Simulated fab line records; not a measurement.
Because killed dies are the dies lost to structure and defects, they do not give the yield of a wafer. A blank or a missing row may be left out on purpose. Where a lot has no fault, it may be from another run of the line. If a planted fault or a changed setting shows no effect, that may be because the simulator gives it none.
fab line records	flow berkeley-cmos170
record lots=5	wafers=15	last-day=14
route steps=331 shown NWELL@25 PWELL@34 WELLDRIVE@55
lots that met no fault: from a run of the same line without faults
start-h: hours from the record's opening day to when the first of the lot's shown wafers began	wait-h: how many hours have passed since the lot's step before this one	" unchanged from the row above	L1.1+2: several wafers, shown together as one row	- no value, or no start given	* or withheld: withheld	< > ~ a bound
route shown NAME@n: NAME is a module with steps in the file, n the number in the route of the first one	usual: the fault-free wafers' mean and standard deviation	same: alike in all rows	chamber/n: place in a boat	sites: readings site by site	_std_site: the values' standard deviation	_edge_site: inner sites' mean taken away from outer sites' mean	radius-mm: for every site, how far away it sits from the centre of the wafer	mask NAME#n: copy n	behind: the last tool/chamber to shape the wafer	hold: reason for holding the lot/hours on hold/outcome of the hold	device: names the non-switching transistor (n, p or np)	end of line: the tests these same wafers got at the end of their route	a step given without rows: its recipe and nothing more	killed: the dies lost at the first sort to structure and to defects; this is not the yield of the wafer	map: dies across one wafer; x = killed, . = not, _ = none there
set.NAME: setting as actually run; set.NAME@STEP: the setting as run at that earlier step	model.NAME: the simulator's own value behind a step, which no gauge read
a table for each step, a row for each wafer; lots at some steps of the route
services: from which hour (start-h, from the record's first day; less than 0 if before it) a tool's chamber was out of use, for how many hours, and why
## steps
# step UCB170_NWELL_DEVELOP_11
# recipe developer=TMAH	develop-time-s=46.45	resist=KrF	dev-temp-c=21
lot.wafer	tool	chamber	start-h	wait-h
L077.4+5+6	litho-track-02	0	-	-
L083.2+3+6	litho-track-02	0	-	-
L091.1+3+5	litho-track-01	0	-	-
L095.2+4+6	litho-track-01	0	-	-
L096.2+5+6	litho-track-01	0	-	-
# step UCB170_NWELL_OVL_MEAS_12
# usual NWELL_OVL=1/5.8
lot.wafer	tool	chamber	start-h	wait-h	NWELL_OVL[nm]
L077.4	overlay-01	-	52.38	-	-1
L077.5	"	-	"	"	2
L077.6	"	-	"	"	2
L083.2	overlay-02	-	79.71	-	0
L083.3	"	-	"	"	5
L083.6	"	-	"	"	-1
L091.1	overlay-02	-	123.31	-	1
L091.3	"	-	"	"	8
L091.5	"	-	"	"	8
L095.2	overlay-02	-	143.05	-	1
L095.4	"	-	"	"	-4
L095.6	"	-	"	"	-1
L096.2	overlay-02	-	152.49	-	7
L096.5	"	-	"	"	3
L096.6	"	-	"	"	0
# step UCB170_NWELL_ETCH_13
# recipe chemistry=CH3F/Ar/O2	target=Si3N4	stop-on=SiO2	CH3F_flow_sccm=20	Ar_flow_sccm=50	O2_flow_sccm=7	pressure-mtorr=50	rf-w=450	target-depth-a=2464	over-etch-frac=0.1	time-s=154
# usual drypump-motor-current-A=5.8/0.46	oes-product-au=0.928/0.02	throttle-valve-pct=7.97/0.099
lot.wafer	tool	chamber	start-h	wait-h	drypump-motor-current-A	oes-product-au	rf-hours-counter-h	throttle-valve-pct
L077.4	rie-diel-03	2	52.40	0.0	5.7	0.922	100	8.09
L077.5	"	3	"	"	5.4	0.954	-	7.86
L077.6	"	0	"	"	5.9	0.929	-	8.01
L083.2	rie-diel-03	1	79.74	0.0	5.2	0.950	112	8.09
L083.3	"	3	"	"	5.4	0.949	14	7.88
L083.6	"	2	"	"	5.8	0.912	-	8.11
L091.1	rie-diel-04	0	123.34	0.0	6.0	0.958	70	7.97
L091.3	"	2	"	"	5.5	0.971	118	8.06
L091.5	"	1	"	"	4.9	0.941	-	7.96
L095.2	rie-diel-02	1	143.08	0.0	6.3	0.913	120	8.14
L095.4	"	3	"	"	5.9	0.920	4	7.79
L095.6	"	2	"	"	5.6	0.914	-	7.95
L096.2	rie-diel-04	3	152.52	0.0	6.7	0.917	19	8.00
L096.5	"	0	"	"	5.9	0.926	-	7.98
L096.6	"	3	"	"	6.7	0.919	-	7.99
# step UCB170_NWELL_IMPLANT_14
# recipe species=P	dose-cm2=9.768e+12	energy-kev=150	tilt-deg=7
lot.wafer	tool	chamber	start-h	wait-h
L077.4+5+6	implanter-01	0	52.57	0.1
L083.2+3+6	implanter-04	0	79.87	0.1
L091.1+3+5	implanter-04	0	123.45	0.1
L095.2+4+6	implanter-04	0	143.28	0.1
L096.2+5+6	implanter-01	0	152.64	0.1
# step UCB170_NWELL_STRIP_15
# recipe chemistry=O2	power-w=400	pressure-mtorr=3500	platen-temp-c=withheld	o2-flow-sccm=400	overash-fraction=0.5
# usual drypump-motor-current-A=6.0/0.53	o2-flow-sccm=400.0/1.3	oes-product-au=0.721/0.0043	strip-time-to-endpoint-s=18.07/0.082
lot.wafer	tool	chamber	start-h	wait-h	drypump-motor-current-A	o2-flow-sccm	oes-product-au	rf-hours-counter-h	strip-time-to-endpoint-s
L077.4	plasma-asher-01	0	52.68	0.1	6.3	400.3	0.724	-	18.02
L077.5	"	0	"	"	6.3	400.0	0.716	-	18.09
L077.6	"	1	"	"	5.1	400.7	0.723	-	18.11
L083.2	plasma-asher-02	0	80.00	0.1	5.8	398.5	0.714	36	17.92
L083.3	"	1	"	"	6.5	398.7	0.719	-	17.96
L083.6	"	1	"	"	6.5	399.3	0.718	-	18.02
L091.1	plasma-asher-02	0	123.60	0.1	5.8	401.5	0.715	41	18.14
L091.3	"	0	"	"	5.8	400.2	0.718	-	18.14
L091.5	"	1	"	"	6.5	398.2	0.717	-	18.03
L095.2	plasma-asher-01	1	143.40	0.1	5.2	399.3	0.726	37	18.37
L095.4	"	1	"	"	5.2	401.1	0.719	-	18.30
L095.6	"	1	"	"	5.2	400.3	0.726	-	18.19
L096.2	plasma-asher-04	0	152.77	0.1	6.6	400.5	0.716	4	17.99
L096.5	"	0	"	"	6.6	399.0	0.719	-	18.16
L096.6	"	1	"	"	6.1	399.9	0.716	-	18.06
# step UCB170_NWELL_TW_MEAS_16
# usual NWELL_TW=1243/5.8
lot.wafer	tool	chamber	start-h	wait-h	NWELL_TW
L077.4	film-metro-02	-	52.78	0.1	1249
L077.5	"	-	"	"	1237
L077.6	"	-	"	"	1243
L083.2	film-metro-02	-	80.11	0.1	1229
L083.3	"	-	"	"	1236
L083.6	"	-	"	"	1234
L091.1	film-metro-01	-	123.70	0.1	1245
L091.3	"	-	"	"	1251
L091.5	"	-	"	"	1249
L095.2	film-metro-01	-	143.51	0.1	1237
L095.4	"	-	"	"	1248
L095.6	"	-	"	"	1237
L096.2	film-metro-02	-	152.88	0.1	1235
L096.5	"	-	"	"	1229
L096.6	"	-	"	"	1246
# step UCB170_NWELL_CLEAN_17
# recipe chemistry=SPM	temp-c=120	time-s=600
lot.wafer	tool	chamber	start-h	wait-h
L077.4+5+6	wet-bench-02	0	52.95	0.2
L083.2+3+6	wet-bench-04	0	81.14	1.0
L091.1+3+5	wet-bench-03	3	123.76	0.1
L095.2+4+6	wet-bench-04	1	143.56	0.0
L096.2+5+6	wet-bench-02	3	152.93	0.0
# step UCB170_NWELL_WET_ETCH_18
# recipe chemistry=H3PO4	target=Si3N4	temp-c=160	time-s=14400
lot.wafer	tool	chamber	start-h	wait-h
L077.4+5+6	wet-bench-02	0	53.14	0.0
L083.2+3+6	wet-bench-03	3	81.47	0.2
L091.1+3+5	wet-bench-03	3	124.28	0.3
L095.2+4+6	wet-bench-04	0	143.74	0.0
L096.2+5+6	wet-bench-02	2	153.14	0.0
# step UCB170_NWELL_WET_ETCH_19
# recipe chemistry=BOE	dilution=5:1	target=SiO2	temp-c=25	time-s=22
lot.wafer	tool	chamber	start-h	wait-h
L077.4+5+6	wet-bench-02	2	57.53	0.0
L083.2+3+6	wet-bench-02	0	85.59	0.1
L091.1+3+5	wet-bench-02	2	128.29	0.0
L095.2+4+6	wet-bench-04	1	147.75	0.0
L096.2+5+6	wet-bench-02	1	157.96	0.0
# step UCB170_PWELL_CLEAN_00
# recipe chemistry=SPM	temp-c=120	time-s=600
lot.wafer	tool	chamber	start-h	wait-h
L077.4+5+6	wet-bench-02	1	57.54	0.0
L083.2+3+6	wet-bench-02	0	85.60	0.0
L091.1+3+5	wet-bench-04	0	128.30	0.0
L095.2+4+6	wet-bench-04	0	147.76	0.0
L096.2+5+6	wet-bench-02	0	158.18	0.2
# step UCB170_PWELL_CLEAN_01
# recipe chemistry=dHF	dilution=25:1	time-s=60
lot.wafer	tool	chamber	start-h	wait-h
L077.4+5+6	wet-bench-02	3	57.72	0.0
L083.2+3+6	wet-bench-02	1	85.82	0.0
L091.1+3+5	wet-bench-03	0	128.48	0.0
L095.2+4+6	wet-bench-02	3	147.94	0.0
L096.2+5+6	wet-bench-02	3	158.42	0.0
# step UCB170_PWELL_OXIDATION_02
# recipe temp-c=1000	ambient=O2	target-thk-a=264	ox-time-s=1260
# usual ox-temp-c-max=1003.1/0.72	spike-tc-load-C=1028.2/2.5
lot.wafer	tool	chamber	start-h	wait-h	ox-temp-c-max	spike-tc-load-C
L077.4	furnace-01	0	65.42	7.7	1002.5	1028.9
L077.5	"	0	"	"	1002.5	1028.5
L077.6	"	0	"	"	1004.6	1026.9
L083.2	furnace-02	0	90.65	4.8	1004.2	1026.7
L083.3	"	0	"	"	1003.8	1027.2
L083.6	"	0	"	"	1004.7	1023.8
L091.1	furnace-02	0	128.62	0.1	1003.9	1025.7
L091.3	"	0	"	"	1002.9	1026.6
L091.5	"	0	"	"	1003.7	1027.3
L095.2	furnace-01	0	153.78	5.8	1002.5	1028.6
L095.4	"	0	"	"	1002.7	1027.6
L095.6	"	0	"	"	1002.1	1026.3
L096.2	furnace-01	0	162.05	3.6	1003.0	1029.5
L096.5	"	0	"	"	1003.0	1027.8
L096.6	"	0	"	"	1002.9	1027.6
# step UCB170_PWELL_THK_MEAS_03
# recipe reads=SiO2_of_PWELL_OXIDATION_02
# usual PWELL_OXIDE_THK=26.2/0.44
lot.wafer	tool	chamber	start-h	wait-h	PWELL_OXIDE_THK[nm]
L077.4	film-metro-03	-	66.80	0.0	26.4
L077.5	"	-	"	"	26.5
L077.6	"	-	"	"	26.0
L083.2	film-metro-01	-	92.01	0.0	25.9
L083.3	"	-	"	"	25.8
L083.6	"	-	"	"	25.8
L091.1	film-metro-04	-	129.97	0.0	26.5
L091.3	"	-	"	"	26.5
L091.5	"	-	"	"	26.1
L095.2	film-metro-01	-	155.14	0.0	26.5
L095.4	"	-	"	"	26.3
L095.6	"	-	"	"	26.9
L096.2	film-metro-03	-	163.41	0.0	26.1
L096.5	"	-	"	"	26.4
L096.6	"	-	"	"	26.2
# step UCB170_PWELL_ANNEAL_04
# recipe temp-c=1000	time-s=900	ambient=N2
# usual spike-tc-load-C=1029/3.1
lot.wafer	tool	chamber	start-h	wait-h	spike-tc-load-C
L077.4	furnace-02	0	71.75	4.9	1028
L077.5	"	0	"	"	1024
L077.6	"	0	"	"	1028
L083.2	furnace-01	0	92.13	0.1	1028
L083.3	"	0	"	"	1026
L083.6	"	0	"	"	1028
L091.1	furnace-04	0	133.10	3.1	1033
L091.3	"	0	"	"	1034
L091.5	"	0	"	"	1033
L095.2	furnace-04	0	158.52	3.4	1032
L095.4	"	0	"	"	1034
L095.6	"	0	"	"	1034
L096.2	furnace-01	0	168.40	5.0	1026
L096.5	"	0	"	"	1027
L096.6	"	0	"	"	1027
# step UCB170_PWELL_CVD_05
# recipe material=Si3N4	target-thk-nm=220	temp-c=800	precursor=SiH2Cl2/NH3	time-s=3300	pressure-mtorr=200	sih2cl2-flow-sccm=25	nh3-flow-sccm=75
# usual spike-tc-load-C=823.6/1.8	susceptor-temp-C=800.0/0.34
lot.wafer	tool	chamber	start-h	wait-h	spike-tc-load-C	susceptor-temp-C
L077.4	lpcvd-02	1	73.00	0.0	825.1	799.5
L077.5	"	1	"	"	825.5	799.2
L077.6	"	1	"	"	824.1	799.4
L083.2	lpcvd-02	0	93.38	0.0	820.4	799.7
L083.3	"	0	"	"	823.0	800.0
L083.6	"	0	"	"	823.7	800.2
L091.1	lpcvd-02	0	134.35	0.0	822.1	799.8
L091.3	"	0	"	"	820.7	800.3
L091.5	"	0	"	"	822.0	800.5
L095.2	lpcvd-01	0	159.77	0.0	825.5	800.0
L095.4	"	0	"	"	825.4	799.6
L095.6	"	0	"	"	825.3	799.9
L096.2	lpcvd-02	0	171.15	1.5	821.9	799.6
L096.5	"	0	"	"	821.2	799.8
L096.6	"	0	"	"	821.7	800.2
# step UCB170_PWELL_THK_MEAS_06
# recipe reads=Si3N4_of_PWELL_CVD_05
# usual PWELL_NITRIDE_THK=219.3/2.2
lot.wafer	tool	chamber	start-h	wait-h	PWELL_NITRIDE_THK[nm]
L077.4	film-metro-03	-	74.94	0.0	220.0
L077.5	"	-	"	"	219.5
L077.6	"	-	"	"	219.1
L083.2	film-metro-04	-	95.40	0.1	216.6
L083.3	"	-	"	"	218.9
L083.6	"	-	"	"	217.3
L091.1	film-metro-04	-	136.26	0.0	221.0
L091.3	"	-	"	"	221.1
L091.5	"	-	"	"	218.9
L095.2	film-metro-01	-	162.66	0.0	222.0
L095.4	"	-	"	"	221.0
L095.6	"	-	"	"	222.7
L096.2	film-metro-04	-	173.07	0.0	217.1
L096.5	"	-	"	"	217.3
L096.6	"	-	"	"	217.5
# step UCB170_PWELL_HMDS_07
# recipe prime-time-s=60	prime-temp-c=100
lot.wafer	tool	chamber	start-h	wait-h
L077.4+5+6	litho-track-02	0	75.50	0.5
L083.2+3+6	litho-track-02	0	95.83	0.4
L091.1+3+5	litho-track-04	0	136.32	0.1
L095.2+4+6	litho-track-03	0	162.93	0.3
L096.2+5+6	litho-track-04	0	173.33	0.2
# step UCB170_PWELL_COAT_08
# recipe resist=KrF	spin-rpm=1500	resist-thk-nm=900
lot.wafer	tool	chamber	start-h	wait-h
L077.4+5+6	litho-track-02	0	75.65	0.1
L083.2+3+6	litho-track-02	0	95.98	0.1
L091.1+3+5	litho-track-04	0	136.47	0.1
L095.2+4+6	litho-track-03	0	163.08	0.1
L096.2+5+6	litho-track-04	0	173.48	0.1
# step UCB170_PWELL_SOFTBAKE_09
# recipe resist=KrF	temp-c=130	time-s=60
lot.wafer	tool	chamber	start-h	wait-h
L077.4+5+6	litho-track-02	0	75.80	0.1
L083.2+3+6	litho-track-02	0	96.13	0.1
L091.1+3+5	litho-track-04	0	136.62	0.1
L095.2+4+6	litho-track-03	0	163.23	0.1
L096.2+5+6	litho-track-04	0	173.63	0.1
# step UCB170_PWELL_EXPOSE_10
# recipe mask-id=PWELL	target-cd-nm=3000	na=0.5	sigma-outer=0.6	source-shape=conventional	dose-mj=19
lot.wafer	tool	chamber	start-h	wait-h	mask
L077.4+5+6	krf-scanner-02	0	75.93	0.1	PWELL#0
L083.2+3+6	krf-scanner-01	0	96.55	0.4	PWELL#0
L091.1+3+5	krf-scanner-02	0	137.01	0.4	PWELL#0
L095.2+4+6	krf-scanner-01	0	163.50	0.2	PWELL#0
L096.2+5+6	krf-scanner-01	0	173.90	0.2	PWELL#0
# step UCB170_PWELL_PEB_11
# recipe peb-temp-c=130	peb-time-s=withheld	resist=KrF
lot.wafer	tool	chamber	start-h	wait-h
L077.4+5+6	litho-track-03	0	76.29	0.3
L083.2+3+6	litho-track-03	0	96.77	0.2
L091.1+3+5	litho-track-03	0	137.22	0.2
L095.2+4+6	litho-track-03	0	163.62	0.1
L096.2+5+6	litho-track-03	0	174.21	0.3
# step UCB170_PWELL_DEVELOP_12
# recipe developer=TMAH	develop-time-s=45	resist=KrF	dev-temp-c=21
lot.wafer	tool	chamber	start-h	wait-h
L077.4+5+6	litho-track-03	0	-	-
L083.2+3+6	litho-track-03	0	-	-
L091.1+3+5	litho-track-03	0	-	-
L095.2+4+6	litho-track-03	0	-	-
L096.2+5+6	litho-track-03	0	-	-
# step UCB170_PWELL_OVL_MEAS_13
# usual PWELL_OVL=-1/5.5
lot.wafer	tool	chamber	start-h	wait-h	PWELL_OVL[nm]
L077.4	overlay-01	-	76.51	-	3
L077.5	"	-	"	"	-2
L077.6	"	-	"	"	-3
L083.2	overlay-02	-	97.02	-	-7
L083.3	"	-	"	"	-14
L083.6	"	-	"	"	-3
L091.1	overlay-02	-	137.50	-	-3
L091.3	"	-	"	"	-2
L091.5	"	-	"	"	0
L095.2	overlay-02	-	163.88	-	-2
L095.4	"	-	"	"	9
L095.6	"	-	"	"	4
L096.2	overlay-02	-	174.46	-	4
L096.5	"	-	"	"	0
L096.6	"	-	"	"	1
# step UCB170_PWELL_ETCH_14
# recipe chemistry=CH3F/Ar/O2	target=Si3N4	stop-on=SiO2	CH3F_flow_sccm=20	Ar_flow_sccm=50	O2_flow_sccm=7	pressure-mtorr=50	rf-w=450	target-depth-a=2420	over-etch-frac=0.1	time-s=151
# usual drypump-motor-current-A=5.7/0.46	oes-product-au=0.940/0.019	throttle-valve-pct=8.01/0.084
lot.wafer	tool	chamber	start-h	wait-h	drypump-motor-current-A	oes-product-au	rf-hours-counter-h	throttle-valve-pct
L077.4	rie-diel-04	1	76.53	0.0	4.9	0.929	69	7.96
L077.5	"	1	"	"	4.9	0.926	-	7.97
L077.6	"	2	"	"	5.5	0.960	-	8.06
L083.2	rie-diel-04	2	97.05	0.0	5.5	0.943	117	8.07
L083.3	"	0	"	"	5.9	0.949	68	7.98
L083.6	"	1	"	"	4.8	0.934	-	7.96
L091.1	rie-diel-03	3	137.53	0.0	5.5	0.952	17	7.85
L091.3	"	1	"	"	5.2	0.960	115	8.09
L091.5	"	3	"	"	5.5	0.950	-	7.86
L095.2	rie-diel-01	1	163.91	0.0	5.8	0.923	83	7.83
L095.4	"	0	"	"	5.9	0.931	23	8.11
L095.6	"	2	"	"	6.4	0.979	-	7.98
L096.2	rie-diel-04	2	174.49	0.0	5.5	0.950	121	8.05
L096.5	"	0	"	"	6.0	0.948	-	7.97
L096.6	"	3	"	"	6.6	0.920	-	7.99
# step UCB170_PWELL_IMPLANT_15
# recipe species=B	dose-cm2=5e+12	energy-kev=60	tilt-deg=7
lot.wafer	tool	chamber	start-h	wait-h
L077.4+5+6	implanter-03	0	76.71	0.1
L083.2+3+6	implanter-02	0	97.18	0.1
L091.1+3+5	implanter-01	0	137.63	0.1
L095.2+4+6	implanter-03	0	164.03	0.1
L096.2+5+6	implanter-01	0	174.62	0.1
# step UCB170_PWELL_STRIP_16
# recipe chemistry=O2	power-w=400	pressure-mtorr=3500	platen-temp-c=withheld	o2-flow-sccm=400	overash-fraction=0.5
# usual drypump-motor-current-A=5.8/0.6	o2-flow-sccm=400.1/1.1	oes-product-au=0.721/0.0043	strip-time-to-endpoint-s=18.13/0.08
lot.wafer	tool	chamber	start-h	wait-h	drypump-motor-current-A	o2-flow-sccm	oes-product-au	rf-hours-counter-h	strip-time-to-endpoint-s
L077.4	plasma-asher-02	1	76.81	0.1	6.5	400.0	0.724	-	18.10
L077.5	"	1	"	"	6.5	400.8	0.719	-	18.14
L077.6	"	0	"	"	5.7	400.0	0.717	-	18.26
L083.2	plasma-asher-01	0	97.30	0.1	6.3	403.1	0.719	32	18.17
L083.3	"	0	"	"	6.3	401.8	0.718	-	18.21
L083.6	"	0	"	"	6.3	401.8	0.731	-	18.10
L091.1	plasma-asher-03	1	137.78	0.1	4.8	400.8	0.714	38	18.13
L091.3	"	1	"	"	4.8	400.0	0.719	-	18.18
L091.5	"	1	"	"	4.8	400.6	0.724	-	18.14
L095.2	plasma-asher-03	1	164.16	0.1	4.8	400.1	0.730	41	18.02
L095.4	"	1	"	"	4.8	400.5	0.723	-	18.10
L095.6	"	0	"	"	6.0	401.0	0.721	-	18.09
L096.2	plasma-asher-01	0	174.75	0.1	6.3	399.5	0.723	41	18.10
L096.5	"	1	"	"	5.2	399.3	0.724	-	18.14
L096.6	"	0	"	"	6.3	400.5	0.726	-	18.05
# step UCB170_PWELL_TW_MEAS_17
# usual PWELL_TW=379/3.4
lot.wafer	tool	chamber	start-h	wait-h	PWELL_TW
L077.4	film-metro-01	-	76.91	0.1	380
L077.5	"	-	"	"	381
L077.6	"	-	"	"	382
L083.2	film-metro-01	-	97.41	0.1	379
L083.3	"	-	"	"	379
L083.6	"	-	"	"	377
L091.1	film-metro-04	-	137.88	0.1	373
L091.3	"	-	"	"	374
L091.5	"	-	"	"	374
L095.2	film-metro-03	-	164.27	0.1	383
L095.4	"	-	"	"	382
L095.6	"	-	"	"	383
L096.2	film-metro-04	-	174.86	0.1	373
L096.5	"	-	"	"	373
L096.6	"	-	"	"	374
# step UCB170_PWELL_CLEAN_18
# recipe chemistry=SPM	temp-c=120	time-s=600
lot.wafer	tool	chamber	start-h	wait-h
L077.4+5+6	wet-bench-04	3	76.94	0.0
L083.2+3+6	wet-bench-03	1	98.24	0.8
L091.1+3+5	wet-bench-04	1	137.94	0.1
L095.2+4+6	wet-bench-04	0	164.32	0.0
L096.2+5+6	wet-bench-03	0	176.09	1.2
# step UCB170_PWELL_WET_ETCH_19
# recipe chemistry=H3PO4	target=Si3N4	temp-c=160	time-s=14400
lot.wafer	tool	chamber	start-h	wait-h
L077.4+5+6	wet-bench-04	3	77.13	0.0
L083.2+3+6	wet-bench-03	2	99.42	0.8
L091.1+3+5	wet-bench-04	2	138.12	0.0
L095.2+4+6	wet-bench-04	3	164.49	0.0
L096.2+5+6	wet-bench-03	1	176.29	0.0
# step UCB170_PWELL_WET_ETCH_20
# recipe chemistry=BOE	dilution=5:1	target=SiO2	temp-c=25	time-s=22
lot.wafer	tool	chamber	start-h	wait-h
L077.4+5+6	wet-bench-04	0	81.31	0.2
L083.2+3+6	wet-bench-04	0	107.44	0.0
L091.1+3+5	wet-bench-02	0	142.13	0.0
L095.2+4+6	wet-bench-03	0	168.50	0.0
L096.2+5+6	wet-bench-04	2	182.68	2.4
# step UCB170_WELLDRIVE_CLEAN_00
# recipe chemistry=SPM	temp-c=120	time-s=600
lot.wafer	tool	chamber	start-h	wait-h
L077.4+5+6	wet-bench-04	2	81.50	0.2
L083.2+3+6	wet-bench-02	2	107.45	0.0
L091.1+3+5	wet-bench-04	2	142.14	0.0
L095.2+4+6	wet-bench-04	1	168.52	0.0
L096.2+5+6	wet-bench-04	2	182.99	0.3
# step UCB170_WELLDRIVE_OXIDATION_01
# recipe temp-c=1110	ambient=O2	target-thk-a=1990	ox-time-s=9000
# usual ox-temp-c-max=1113.3/0.82	spike-tc-load-C=1139.9/2.7
lot.wafer	tool	chamber	start-h	wait-h	ox-temp-c-max	spike-tc-load-C
L077.4	furnace-01	0	85.63	4.0	1113.4	1140.2
L077.5	"	0	"	"	1112.3	1137.8
L077.6	"	0	"	"	1113.5	1139.4
L083.2	furnace-04	0	114.25	6.6	1113.1	1144.2
L083.3	"	0	"	"	1113.6	1144.3
L083.6	"	0	"	"	1113.2	1143.8
L091.1	furnace-04	0	148.16	5.8	1113.1	1144.8
L091.3	"	0	"	"	1112.7	1145.7
L091.5	"	0	"	"	1113.8	1145.0
L095.2	furnace-01	0	172.50	3.8	1113.5	1140.0
L095.4	"	0	"	"	1113.7	1139.0
L095.6	"	0	"	"	1111.7	1139.6
L096.2	furnace-02	0	186.87	3.7	1114.1	1137.7
L096.5	"	0	"	"	1113.7	1138.8
L096.6	"	0	"	"	1113.7	1136.5
# step UCB170_WELLDRIVE_THK_MEAS_02
# recipe reads=SiO2_of_WELLDRIVE_OXIDATION_01
# usual WELLDRIVE_OXIDE_THK=209/4.1
lot.wafer	tool	chamber	start-h	wait-h	WELLDRIVE_OXIDE_THK[nm]
L077.4	film-metro-02	-	89.16	0.0	207
L077.5	"	-	"	"	203
L077.6	"	-	"	"	202
L083.2	film-metro-01	-	117.76	0.0	218
L083.3	"	-	"	"	218
L083.6	"	-	"	"	216
L091.1	film-metro-04	-	151.66	0.0	206
L091.3	"	-	"	"	205
L091.5	"	-	"	"	206
L095.2	film-metro-02	-	176.01	0.0	216
L095.4	"	-	"	"	215
L095.6	"	-	"	"	217
L096.2	film-metro-01	-	190.38	0.0	206
L096.5	"	-	"	"	208
L096.6	"	-	"	"	208
## services
tool	chamber	start-h	hours	kind
furnace-02	-	51.26	2.8	pm
krf-scanner-02	-	52.57	1.3	pm
plasma-asher-02	-	54.22	1.2	repair
furnace-04	-	56.74	8.4	pm
krf-scanner-02	-	63.32	0.9	repair
furnace-04	-	65.14	3.0	pm
implanter-04	-	68.88	3.4	pm
krf-scanner-01	-	72.74	6.2	repair
implanter-04	-	82.08	3.5	repair
rie-diel-03	-	82.12	0.2	repair
plasma-asher-02	-	83.79	7.9	repair
implanter-01	-	91.65	4.5	pm
rie-diel-04	-	92.41	0.4	repair
krf-scanner-01	-	92.93	1.0	pm
wet-bench-03	-	93.81	4.4	pm
rie-diel-04	1	99.20	17.9	repair
plasma-asher-01	-	105.83	2.8	pm
krf-scanner-01	-	117.24	4.4	pm
krf-scanner-01	-	138.45	1.3	pm
krf-scanner-01	-	142.65	4.0	pm
furnace-04	-	144.85	3.3	pm
wet-bench-04	-	152.53	3.7	repair
krf-scanner-01	-	163.78	0.8	pm
implanter-01	-	175.78	3.6	pm
## key
fault none
